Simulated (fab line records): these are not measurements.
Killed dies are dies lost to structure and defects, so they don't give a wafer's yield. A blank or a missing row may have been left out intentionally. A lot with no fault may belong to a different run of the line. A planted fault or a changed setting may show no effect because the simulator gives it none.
fab line records	flow berkeleyCmos170
[record] lots = 5	wafers = 23
route steps=331 shown PVT@118 GATE@125 FIELD@126 PSD@179 NSD@190 SDANNEAL@205 CONTACT@220 M1@250 V1@264
startH: hours from the record's first day to the start of the lot's first wafer shown	waitH: hours elapsed since this lot's preceding step	" identical to the entry in the row above	L1.1+2: a single row standing in for several wafers	- no value, or no start was given	* or withheld: withheld	< > ~ a bound
route shown NAME@n: NAME is a module with steps in the file, n the number in the route of the first one	usual: mean and standard deviation over wafers with no fault	same: alike in all rows	chamber/n: place in a boat	sites: readings site by site	_std_site: standard deviation of those values	_edge_site: mean of outer sites minus mean of inner sites	radiusMm: for every site, how far away it sits from the centre of the wafer	mask NAME#n: copy n	behind: the last tool/chamber to shape the wafer	hold: why the lot was held/for how many hours/how that ended	device: names the non-switching transistor (n, p or np)	end of line: the route-end tests of the same wafers	for a step that has no rows: nothing shown but its recipe	killed: count of dies lost to structure and defects at first sort (not the wafer's yield)	map: per-die view of a wafer (x killed, . not killed, _ where there is no die)
set.NAME: setting as actually run; set.NAME@STEP: the setting as run at that earlier step	model.NAME: the simulator's own value behind a step, which no gauge read
lots where settings were altered on purpose, with a table for each step and a row for each wafer
[[steps]]
[step UCB170_PVT_EXPOSE_03]
[recipe] maskId = NWELL	targetCdNm = 3000	na = 0.5	sigmaOuter = 0.6	sourceShape = conventional	doseMj = 30
lot.wafer	tool	chamber	startH	waitH	mask	set.doseMj
L074.1+4+6	krfScanner-01	0	103.13	0.3	NWELL#0	31.9
L074.2+5	"	0	"	"	NWELL#0	30
L076.1+4+5	krfScanner-01	0	108.15	0.1	NWELL#0	30
L076.2+3	"	0	"	"	NWELL#0	27.79
L079.1+3+4+5+6	krfScanner-02	0	121.46	0.1	NWELL#0	30
L083.1+6	krfScanner-01	0	136.51	0.1	NWELL#0	31.92
L083.3+4+5	"	0	"	"	NWELL#0	30
L081.1+4+6	krfScanner-02	0	137.08	0.2	NWELL#0	30
[step UCB170_PVT_PEB_04]
[recipe] pebTempC = 130	pebTimeS = withheld	resist = KrF
[step UCB170_PVT_DEVELOP_05]
[recipe] developer = TMAH	developTimeS = 45	resist = KrF	devTempC = 21
[step UCB170_GATE_WET_ETCH_00]
[recipe] chemistry = dHF	dilution = 25:1	target = SiO2	tempC = 25	timeS = 200
[step UCB170_FIELD_THK_MEAS_91]
[recipe] reads = SiO2_of_FIELD_OXIDATION_01
[usual] FIELD_OXIDE_LEFT_2_THK = 346/7.3
lot.wafer	tool	chamber	startH	waitH	set.oxTimeS@FIELD_OXIDATION_01	FIELD_OXIDE_LEFT_2_THK[nm]
L074.1	filmMetro-03	-	106.84	0.0	6596	313
L074.2	"	-	"	"	6596	318
L074.4	"	-	"	"	6596	323
L074.5	"	-	"	"	6596	320
L074.6	"	-	"	"	6596	324
L076.1	filmMetro-02	-	109.56	0.0	8137	392
L076.2	"	-	"	"	8137	398
L076.3	"	-	"	"	8137	391
L076.4	"	-	"	"	8137	397
L076.5	"	-	"	"	8137	404
L079.1	filmMetro-03	-	124.22	0.0	7200	354
L079.3	"	-	"	"	7200	347
L079.4	"	-	"	"	7200	348
L079.5	"	-	"	"	7200	350
L079.6	"	-	"	"	7200	351
L083.1	filmMetro-02	-	138.06	0.0	6373	293
L083.3	"	-	"	"	6373	285
L083.4	"	-	"	"	6373	289
L083.5	"	-	"	"	6373	282
L083.6	"	-	"	"	6373	293
L081.1	filmMetro-03	-	138.54	0.0	7200	344
L081.4	"	-	"	"	7200	340
L081.6	"	-	"	"	7200	343
[step UCB170_GATE_OXIDATION_01]
[recipe] tempC = 850	ambient = O2	targetThkA = 66	oxTimeS = 1800
lot.wafer	tool	chamber	startH	waitH	set.oxTimeS	model.SiO2_of_GATE_OXIDATION_01.thkNm
L074.1	-	-	-	0.8	1602	5.989
L074.2	"	-	"	"	1602	6.16
L074.4	"	-	"	"	1602	6.125
L074.5	"	-	"	"	1602	5.985
L074.6	"	-	"	"	1602	6.121
L076.1	-	-	-	2.5	1901	6.875
L076.2	"	-	"	"	1901	6.815
L076.3	"	-	"	"	1901	6.588
L076.4	"	-	"	"	1901	6.754
L076.5	"	-	"	"	1901	6.732
L079.1	-	-	-	0.3	2023	7.144
L079.3	"	-	"	"	2023	7.084
L079.4	"	-	"	"	2023	7.021
L079.5	"	-	"	"	2023	7.056
L079.6	"	-	"	"	2023	7.05
L081.1	furnace-02	0	141.77	3.2	1800	6.484
L081.4	"	0	"	"	1800	6.495
L081.6	"	0	"	"	1800	6.403
L083.1	-	-	-	3.7	1693	6.341
L083.3	"	-	"	"	1693	6.286
L083.4	"	-	"	"	1693	6.255
L083.5	"	-	"	"	1693	6.359
L083.6	"	-	"	"	1693	6.205
[step UCB170_GATE_THK_MEAS_02]
[recipe] reads = SiO2_of_GATE_OXIDATION_01
[usual] GATE_OXIDE_THK = 6.54/0.11
lot.wafer	tool	chamber	startH	waitH	set.oxTimeS@GATE_OXIDATION_01	GATE_OXIDE_THK[nm]
L074.1	filmMetro-02	-	-	-	1602	5.99
L074.2	"	-	"	"	1602	6.19
L074.4	"	-	"	"	1602	6.12
L074.5	"	-	"	"	1602	5.99
L074.6	"	-	"	"	1602	6.14
L076.1	filmMetro-02	-	-	-	1901	6.89
L076.2	"	-	"	"	1901	6.86
L076.3	"	-	"	"	1901	6.56
L076.4	"	-	"	"	1901	6.76
L076.5	"	-	"	"	1901	6.72
L079.1	filmMetro-01	-	-	-	2023	7.14
L079.3	"	-	"	"	2023	7.06
L079.4	"	-	"	"	2023	6.99
L079.5	"	-	"	"	2023	7.08
L079.6	"	-	"	"	2023	7.04
L081.1	filmMetro-01	-	143.27	0.0	1800	6.48
L081.4	"	-	"	"	1800	6.49
L081.6	"	-	"	"	1800	6.41
L083.1	filmMetro-04	-	-	-	1693	6.36
L083.3	"	-	"	"	1693	6.33
L083.4	"	-	"	"	1693	6.26
L083.5	"	-	"	"	1693	6.40
L083.6	"	-	"	"	1693	6.20
[step UCB170_PSD_PEB_04]
[recipe] pebTempC = 130	pebTimeS = withheld	resist = KrF
lot.wafer	tool	chamber	startH	waitH	set.pebTempC
L074.1+5	lithoTrack-01	0	126.83	0.1	130
L074.2+4+6	"	0	"	"	132.6
L076.1+3+4	lithoTrack-04	0	132.57	0.1	130
L076.2+5	"	0	"	"	128
L079.1+4+6	lithoTrack-02	0	141.93	0.1	127
L079.3+5	"	0	"	"	130
L083.1+3+4+5+6	lithoTrack-02	0	158.64	0.1	130
L081.1+4+6	lithoTrack-04	0	159.12	0.1	130
[step UCB170_PSD_DEVELOP_05]
[recipe] developer = TMAH	developTimeS = 45	resist = KrF	devTempC = 21
[step UCB170_PSD_CD_MEAS_06]
[recipe] targetCdNm = 1200
[usual] cdNm = 1199.6/1.4
lot.wafer	tool	chamber	startH	waitH	set.pebTempC@PSD_PEB_04	cdNm
L074.1	cdSem-01	-	127.11	-	130	1198.3
L074.2	"	-	"	"	132.6	1213.6
L074.4	"	-	"	"	132.6	1212.6
L074.5	"	-	"	"	130	1196.8
L074.6	"	-	"	"	132.6	1214.3
L076.1	cdSem-01	-	132.85	-	130	1199.9
L076.2	"	-	"	"	128	1187.4
L076.3	"	-	"	"	130	1201.7
L076.4	"	-	"	"	130	1200.7
L076.5	"	-	"	"	128	1186.3
L079.1	cdSem-02	-	142.20	-	127	1176.1
L079.3	"	-	"	"	130	1199.0
L079.4	"	-	"	"	127	1176.5
L079.5	"	-	"	"	130	1199.1
L079.6	"	-	"	"	127	1176.0
L083.1	cdSem-01	-	158.91	-	130	1200.0
L083.3	"	-	"	"	130	1200.3
L083.4	"	-	"	"	130	1199.6
L083.5	"	-	"	"	130	1200.7
L083.6	"	-	"	"	130	1199.5
L081.1	cdSem-01	-	159.39	-	130	1197.4
L081.4	"	-	"	"	130	1198.1
L081.6	"	-	"	"	130	1196.9
[step UCB170_NSD_EXPOSE_03]
[recipe] maskId = NSELECT_MOD	na = 0.5	sigmaOuter = 0.6	sourceShape = conventional	targetCdNm = 1200	doseMj = 30
lot.wafer	tool	chamber	startH	waitH	mask	set.doseMj
L074.1+2+4+5+6	krfScanner-02	0	128.41	0.3	NSELECT_MOD#0	30
L076.1+2+5	krfScanner-02	0	134.93	0.3	NSELECT_MOD#0	30
L076.3+4	"	0	"	"	NSELECT_MOD#0	28.7
L079.1+5	krfScanner-01	0	144.29	0.4	NSELECT_MOD#0	30.63
L079.3+4+6	"	0	"	"	NSELECT_MOD#0	30
L083.1+3+4+5+6	krfScanner-01	0	162.91	0.4	NSELECT_MOD#0	30
L081.1+4+6	krfScanner-01	0	163.03	0.4	NSELECT_MOD#0	30
[step UCB170_NSD_PEB_04]
[recipe] pebTempC = 130	pebTimeS = withheld	resist = KrF
[step UCB170_NSD_DEVELOP_05]
[recipe] developer = TMAH	developTimeS = 45	resist = KrF	devTempC = 21
[step UCB170_NSD_CD_MEAS_06]
[recipe] targetCdNm = 1200
[usual] cdNm = 1200.8/1.4
lot.wafer	tool	chamber	startH	waitH	set.doseMj@NSD_EXPOSE_03	cdNm
L074.1	cdSem-01	-	128.81	-	30	1198.3
L074.2	"	-	"	"	30	1200.4
L074.4	"	-	"	"	30	1199.3
L074.5	"	-	"	"	30	1198.5
L074.6	"	-	"	"	30	1199.9
L076.1	cdSem-01	-	135.61	-	30	1198.4
L076.2	"	-	"	"	30	1199.6
L076.3	"	-	"	"	28.7	1192.3
L076.4	"	-	"	"	28.7	1192.5
L076.5	"	-	"	"	30	1199.2
L079.1	cdSem-01	-	145.29	-	30.63	1204.2
L079.3	"	-	"	"	30	1200.0
L079.4	"	-	"	"	30	1199.4
L079.5	"	-	"	"	30.63	1204.2
L079.6	"	-	"	"	30	1199.7
L083.1	cdSem-02	-	163.60	-	30	1202.9
L083.3	"	-	"	"	30	1202.7
L083.4	"	-	"	"	30	1201.9
L083.5	"	-	"	"	30	1201.4
L083.6	"	-	"	"	30	1202.9
L081.1	cdSem-01	-	163.67	-	30	1200.0
L081.4	"	-	"	"	30	1200.5
L081.6	"	-	"	"	30	1201.7
[step UCB170_NSD_IMPLANT_08]
[recipe] species = P	doseCm2 = 3e+15	energyKev = 40	tiltDeg = 7
lot.wafer	tool	chamber	startH	waitH	set.energyKev	model.implant.rpNm	model.implant.drpNm
L074.1+4	implanter-04	0	128.96	0.0	38	46.04	20.25
L074.2+5+6	"	0	"	"	40	48.42	21.16
L076.1+2+3+4+5	implanter-03	0	135.77	0.0	40	48.43	21.16
L079.1+4	implanter-02	0	145.44	0.0	39.2	46.9	20.8
L079.3+5+6	"	0	"	"	40	47.84	21.16
L083.1+5	implanter-03	0	163.75	0.0	40.87	48.31	21.54
L083.3+4+6	"	0	"	"	40	47.3	21.16
L081.1+4+6	implanter-02	0	163.82	0.0	40	47.71	21.16
[step UCB170_NSD_STRIP_09]
[recipe] chemistry = O2	powerW = 400	pressureMtorr = 3500	platenTempC = withheld	o2FlowSccm = 400	overashFraction = 0.5
[usual] stripTimeToEndpointS = 35.85/0.079
lot.wafer	tool	chamber	startH	waitH	set.energyKev@NSD_IMPLANT_08	stripTimeToEndpointS
L074.1	plasmaAsher-02	0	129.11	0.1	38	35.21
L074.2	"	1	"	"	40	35.86
L074.4	"	1	"	"	38	35.13
L074.5	"	1	"	"	40	35.78
L074.6	"	0	"	"	40	35.88
L076.1	plasmaAsher-02	0	135.92	0.1	40	35.77
L076.2	"	1	"	"	40	35.82
L076.3	"	1	"	"	40	35.79
L076.4	"	0	"	"	40	35.76
L076.5	"	1	"	"	40	35.78
L079.1	plasmaAsher-02	1	145.59	0.1	39.2	35.62
L079.3	"	0	"	"	40	35.82
L079.4	"	1	"	"	39.2	35.56
L079.5	"	1	"	"	40	35.86
L079.6	"	0	"	"	40	35.93
L083.1	plasmaAsher-04	1	163.90	0.1	40.87	36.04
L083.3	"	1	"	"	40	35.76
L083.4	"	0	"	"	40	35.80
L083.5	"	1	"	"	40.87	36.09
L083.6	"	0	"	"	40	35.82
L081.1	plasmaAsher-02	1	163.97	0.1	40	35.94
L081.4	"	0	"	"	40	35.88
L081.6	"	0	"	"	40	35.88
[step UCB170_NSD_CLEAN_11]
[recipe] chemistry = SPM	tempC = 120	timeS = 600
[step UCB170_SDANNEAL_RTA_01]
[recipe] tempC = 1050	timeS = 5	ambient = N2
[step UCB170_SDANNEAL_RS_MEAS_03]
[recipe] thkMeasGauge = four-point-probe
[usual] NSD_RS = 37.27/0.093
lot.wafer	tool	chamber	startH	waitH	set.energyKev@NSD_IMPLANT_08	NSD_RS[ohm/sq]
L074.1	filmMetro-03	-	130.48	0.1	38	37.93
L074.2	"	-	"	"	40	37.35
L074.4	"	-	"	"	38	37.84
L074.5	"	-	"	"	40	37.24
L074.6	"	-	"	"	40	37.32
L076.1	filmMetro-03	-	137.90	0.1	40	37.41
L076.2	"	-	"	"	40	37.46
L076.3	"	-	"	"	40	37.37
L076.4	"	-	"	"	40	37.43
L076.5	"	-	"	"	40	37.43
L079.1	filmMetro-04	-	147.26	0.1	39.2	37.58
L079.3	"	-	"	"	40	37.30
L079.4	"	-	"	"	39.2	37.54
L079.5	"	-	"	"	40	37.31
L079.6	"	-	"	"	40	37.29
L083.1	filmMetro-03	-	165.46	0.1	40.87	37.18
L083.3	"	-	"	"	40	37.36
L083.4	"	-	"	"	40	37.35
L083.5	"	-	"	"	40.87	37.12
L083.6	"	-	"	"	40	37.39
L081.1	filmMetro-04	-	165.70	0.1	40	37.12
L081.4	"	-	"	"	40	37.28
L081.6	"	-	"	"	40	37.18
[step UCB170_CONTACT_COAT_04]
[recipe] resist = KrF	spinRpm = 1500	resistThkNm = 900
lot.wafer	tool	chamber	startH	waitH	set.spinRpm	model.KrF_of_CONTACT_COAT_04.thkNm
L074.1	lithoTrack-04	0	134.83	0.1	1600	874.2
L074.2	"	0	"	"	1500	906.4
L074.4	"	0	"	"	1500	904.7
L074.5	"	0	"	"	1500	906.7
L074.6	"	0	"	"	1600	877
L076.1	lithoTrack-03	0	142.68	0.1	1500	901.8
L076.2	"	0	"	"	1544	888.3
L076.3	"	0	"	"	1544	888
L076.4	"	0	"	"	1500	903.2
L076.5	"	0	"	"	1544	891.1
L079.1	lithoTrack-03	0	151.66	0.1	1500	897.4
L079.3	"	0	"	"	1528	889
L079.4	"	0	"	"	1528	891
L079.5	"	0	"	"	1500	896.3
L079.6	"	0	"	"	1500	899.8
L083.1	lithoTrack-03	0	168.36	0.1	1500	901.7
L083.3	"	0	"	"	1500	903.4
L083.4	"	0	"	"	1433	919.6
L083.5	"	0	"	"	1433	922.1
L083.6	"	0	"	"	1433	919.3
L081.1	lithoTrack-02	0	169.79	0.1	1500	899.4
L081.4	"	0	"	"	1500	901.2
L081.6	"	0	"	"	1500	895.9
[step UCB170_CONTACT_SOFTBAKE_05]
[recipe] resist = KrF	tempC = 130	timeS = 60
[step UCB170_CONTACT_STRIP_06]
[recipe] chemistry = O2	powerW = 400	pressureMtorr = 3500	platenTempC = withheld	o2FlowSccm = 400	overashFraction = 0.5
[usual] stripTimeToEndpointS = 22.01/0.069
lot.wafer	tool	chamber	startH	waitH	set.spinRpm@CONTACT_COAT_04	stripTimeToEndpointS
L074.1	plasmaAsher-03	0	135.13	0.1	1600	21.34
L074.2	"	1	"	"	1500	22.13
L074.4	"	0	"	"	1500	22.08
L074.5	"	1	"	"	1500	22.14
L074.6	"	0	"	"	1600	21.41
L076.1	plasmaAsher-02	1	142.98	0.1	1500	22.00
L076.2	"	0	"	"	1544	21.67
L076.3	"	1	"	"	1544	21.67
L076.4	"	0	"	"	1500	22.04
L076.5	"	1	"	"	1544	21.76
L079.1	plasmaAsher-03	0	151.96	0.1	1500	21.91
L079.3	"	1	"	"	1528	21.72
L079.4	"	0	"	"	1528	21.77
L079.5	"	0	"	"	1500	21.87
L079.6	"	1	"	"	1500	21.97
L083.1	plasmaAsher-02	0	168.66	0.1	1500	22.01
L083.3	"	1	"	"	1500	22.05
L083.4	"	0	"	"	1433	22.43
L083.5	"	1	"	"	1433	22.49
L083.6	"	0	"	"	1433	22.42
L081.1	plasmaAsher-03	0	170.09	0.1	1500	21.95
L081.4	"	1	"	"	1500	21.99
L081.6	"	0	"	"	1500	21.88
[step UCB170_M1_METAL_ETCH_12]
[recipe] chemistry = Cl2/BCl3	target = Al	stopOn = PSG	pressureMtorr = 12	targetDepthA = 7800	overEtchFrac = 0.3	timeS = 130	icpW = 600	biasW = 120	Cl2_flow_sccm = 90	bcl3FlowSccm = 45
lot.wafer	tool	chamber	startH	waitH	set.icpW	model.KrF_of_M1_COAT_04.thkNm
L074.1	rieMetal-01	0	139.63	-	572.2	461.3
L074.2	"	0	"	"	600	444
L074.4	"	0	"	"	572.2	462.4
L074.5	"	0	"	"	600	446.3
L074.6	"	0	"	"	572.2	459.6
L076.1	rieMetal-01	0	148.30	-	631.3	423.1
L076.2	"	0	"	"	631.3	427
L076.3	"	0	"	"	600	447.6
L076.4	"	0	"	"	600	447.3
L076.5	"	0	"	"	631.3	425
L079.1	rieMetal-04	1	155.99	-	600	440.6
L079.3	"	1	"	"	643.2	410.7
L079.4	"	0	"	"	600	447.1
L079.5	"	0	"	"	643.2	422
L079.6	"	1	"	"	600	436.7
L083.1	rieMetal-01	0	172.24	-	558.7	470
L083.3	"	0	"	"	600	448.2
L083.4	"	1	"	"	558.7	472.3
L083.5	"	1	"	"	600	442.2
L083.6	"	0	"	"	600	444.7
L081.1	rieMetal-02	1	173.47	-	600	438
L081.4	"	0	"	"	600	449
L081.6	"	0	"	"	600	452.3
[step UCB170_V1_PEB_10]
[recipe] pebTempC = 130	pebTimeS = withheld	resist = KrF
lot.wafer	tool	chamber	startH	waitH	set.pebTempC
L074.1+2+4+5+6	lithoTrack-04	0	146.40	0.3	130
L076.1+2	lithoTrack-04	0	154.26	0.4	132.2
L076.3+4+5	"	0	"	"	130
L079.1+3+5	lithoTrack-03	0	163.05	0.6	130
L079.4+6	"	0	"	"	127.5
L083.1+6	lithoTrack-04	0	179.91	0.1	131.4
L083.3+4+5	"	0	"	"	130
L081.1+4+6	lithoTrack-01	0	180.18	0.1	130
[step UCB170_V1_DEVELOP_11]
[recipe] developer = TMAH	developTimeS = 45	resist = KrF	devTempC = 21
[step UCB170_V1_CD_MEAS_12]
[recipe] targetCdNm = 700
[usual] cdNm = 700.0/1.3
lot.wafer	tool	chamber	startH	waitH	set.pebTempC@V1_PEB_10	cdNm
L074.1	cdSem-01	-	147.30	-	130	701.6
L074.2	"	-	"	"	130	701.6
L074.4	"	-	"	"	130	700.6
L074.5	"	-	"	"	130	700.4
L074.6	"	-	"	"	130	698.6
L076.1	cdSem-01	-	154.53	-	132.2	714.1
L076.2	"	-	"	"	132.2	715.1
L076.3	"	-	"	"	130	701.1
L076.4	"	-	"	"	130	700.5
L076.5	"	-	"	"	130	701.4
L079.1	cdSem-02	-	163.32	-	130	700.1
L079.3	"	-	"	"	130	699.8
L079.4	"	-	"	"	127.5	682.4
L079.5	"	-	"	"	130	700.9
L079.6	"	-	"	"	127.5	681.9
L083.1	cdSem-01	-	180.19	-	131.4	709.5
L083.3	"	-	"	"	130	702.1
L083.4	"	-	"	"	130	699.8
L083.5	"	-	"	"	130	701.2
L083.6	"	-	"	"	131.4	708.7
L081.1	cdSem-02	-	180.45	-	130	699.0
L081.4	"	-	"	"	130	699.0
L081.6	"	-	"	"	130	698.9
[step UCB170_V1_ETCH_14]
[recipe] chemistry = CHF3/CF4/Ar	target = SiO2	stopOn = Al	CHF3_flow_sccm = 45	cf4FlowSccm = 15	Ar_flow_sccm = 150	pressureMtorr = 200	rfW = 700	targetDepthA = 12500	overEtchFrac = 0.25	timeS = 291
lot.wafer	tool	chamber	startH	waitH	set.timeS	set.pebTempC@V1_PEB_10	model.V1.cdNm
L074.1	rieDiel-03	3	147.46	0.0	278.8	130	700
L074.2	"	0	"	"	291	130	700.5
L074.4	"	1	"	"	291	130	701.1
L074.5	"	0	"	"	278.8	130	699.1
L074.6	"	1	"	"	278.8	130	698.4
L076.1	rieDiel-03	3	154.69	0.0	291	132.2	713.5
L076.2	"	2	"	"	291	132.2	715
L076.3	"	0	"	"	291	130	700.2
L076.4	"	1	"	"	291	130	701.6
L076.5	"	2	"	"	291	130	701.7
L079.1	rieDiel-02	1	163.48	0.0	291	130	700.9
L079.3	"	3	"	"	291	130	699.3
L079.4	"	2	"	"	308.3	127.5	682.9
L079.5	"	1	"	"	308.3	130	702.3
L079.6	"	0	"	"	308.3	127.5	682.1
L083.1	rieDiel-03	2	180.35	0.0	291	131.4	709.6
L083.3	"	1	"	"	291	130	702.7
L083.4	"	0	"	"	291	130	699.6
L083.5	"	0	"	"	291	130	700
L083.6	"	3	"	"	291	131.4	707.5
L081.1	rieDiel-02	1	180.61	0.0	291	130	699.9
L081.4	"	3	"	"	291	130	698.3
L081.6	"	0	"	"	291	130	698.5
[step UCB170_V1_STRIP_15]
[recipe] chemistry = O2	powerW = 400	pressureMtorr = 3500	platenTempC = withheld	o2FlowSccm = 400	overashFraction = 0.5
[step UCB170_V1_CD_MEAS_90]
[recipe] targetCdNm = 700
[usual] cdNm = 699.8/1.5
lot.wafer	tool	chamber	startH	waitH	set.pebTempC@V1_PEB_10	cdNm
L074.1	cdSem-01	-	147.73	0.1	130	699.9
L074.2	"	-	"	"	130	700.6
L074.4	"	-	"	"	130	701.1
L074.5	"	-	"	"	130	699.1
L074.6	"	-	"	"	130	698.6
L076.1	cdSem-01	-	154.97	0.1	132.2	713.4
L076.2	"	-	"	"	132.2	714.6
L076.3	"	-	"	"	130	700.1
L076.4	"	-	"	"	130	701.7
L076.5	"	-	"	"	130	701.5
L079.1	cdSem-01	-	163.79	0.1	130	700.7
L079.3	"	-	"	"	130	699.3
L079.4	"	-	"	"	127.5	682.8
L079.5	"	-	"	"	130	702.3
L079.6	"	-	"	"	127.5	682.2
L083.1	cdSem-01	-	180.62	0.1	131.4	709.7
L083.3	"	-	"	"	130	702.6
L083.4	"	-	"	"	130	699.4
L083.5	"	-	"	"	130	699.8
L083.6	"	-	"	"	131.4	707.4
L081.1	cdSem-02	-	180.89	0.1	130	699.6
L081.4	"	-	"	"	130	698.3
L081.6	"	-	"	"	130	698.2
[[key]]
[split] step = UCB170_PVT_EXPOSE_03	setting = doseMj	stated = 30	by = wafer
response none clear
[split] step = UCB170_GATE_OXIDATION_01	setting = oxTimeS	stated = 1800	by = lot
[response] step = UCB170_GATE_OXIDATION_01	reading = model.SiO2_of_GATE_OXIDATION_01.thkNm	change = +0.0421	per = 1%	r = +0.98
[response] step = UCB170_GATE_THK_MEAS_02	reading = GATE_OXIDE_THK	change = +0.0412	per = 1%	r = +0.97
[split] step = UCB170_PSD_PEB_04	setting = pebTempC	stated = 130	by = wafer
[response] step = UCB170_PSD_CD_MEAS_06	reading = cdNm	change = +9.06	per = 1%	r = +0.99
[split] step = UCB170_NSD_EXPOSE_03	setting = doseMj	stated = 30	by = wafer
[response] step = UCB170_NSD_CD_MEAS_06	reading = cdNm	change = +1.65	per = 1%	r = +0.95
[split] step = UCB170_NSD_IMPLANT_08	setting = energyKev	stated = 40	by = wafer
[response] step = UCB170_NSD_IMPLANT_08	reading = model.implant.rpNm	change = +0.473	per = 1%	r = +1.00
[response] step = UCB170_NSD_IMPLANT_08	reading = model.implant.drpNm	change = +0.18	per = 1%	r = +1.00
[response] step = UCB170_NSD_STRIP_09	reading = stripTimeToEndpointS	change = *	per = 1%	r = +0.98
[response] step = UCB170_SDANNEAL_RS_MEAS_03	reading = NSD_RS	change = -0.115	per = 1%	r = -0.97
[split] step = UCB170_CONTACT_COAT_04	setting = spinRpm	stated = 1500	by = wafer
[response] step = UCB170_CONTACT_COAT_04	reading = model.KrF_of_CONTACT_COAT_04.thkNm	change = -4.39	per = 1%	r = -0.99
[response] step = UCB170_CONTACT_STRIP_06	reading = stripTimeToEndpointS	change = *	per = 1%	r = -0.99
[split] step = UCB170_M1_METAL_ETCH_12	setting = icpW	stated = 600	by = wafer
[response] step = UCB170_M1_METAL_ETCH_12	reading = model.KrF_of_M1_COAT_04.thkNm	change = -3.73	per = 1%	r = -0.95
[split] step = UCB170_V1_PEB_10	setting = pebTempC	stated = 130	by = wafer
[response] step = UCB170_V1_CD_MEAS_12	reading = cdNm	change = +8.62	per = 1%	r = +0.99
[response] step = UCB170_V1_ETCH_14	reading = model.V1.cdNm	change = +8.52	per = 1%	r = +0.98
[response] step = UCB170_V1_CD_MEAS_90	reading = cdNm	change = +8.48	per = 1%	r = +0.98
[split] step = UCB170_V1_ETCH_14	setting = timeS	stated = 291	by = wafer
response none clear
split outsideThisFile step=UCB170_FIELD_OXIDATION_01 setting=oxTimeS
// split outsideThisFile: this setting was split too, and the file shows its column; the key of that split is in another file
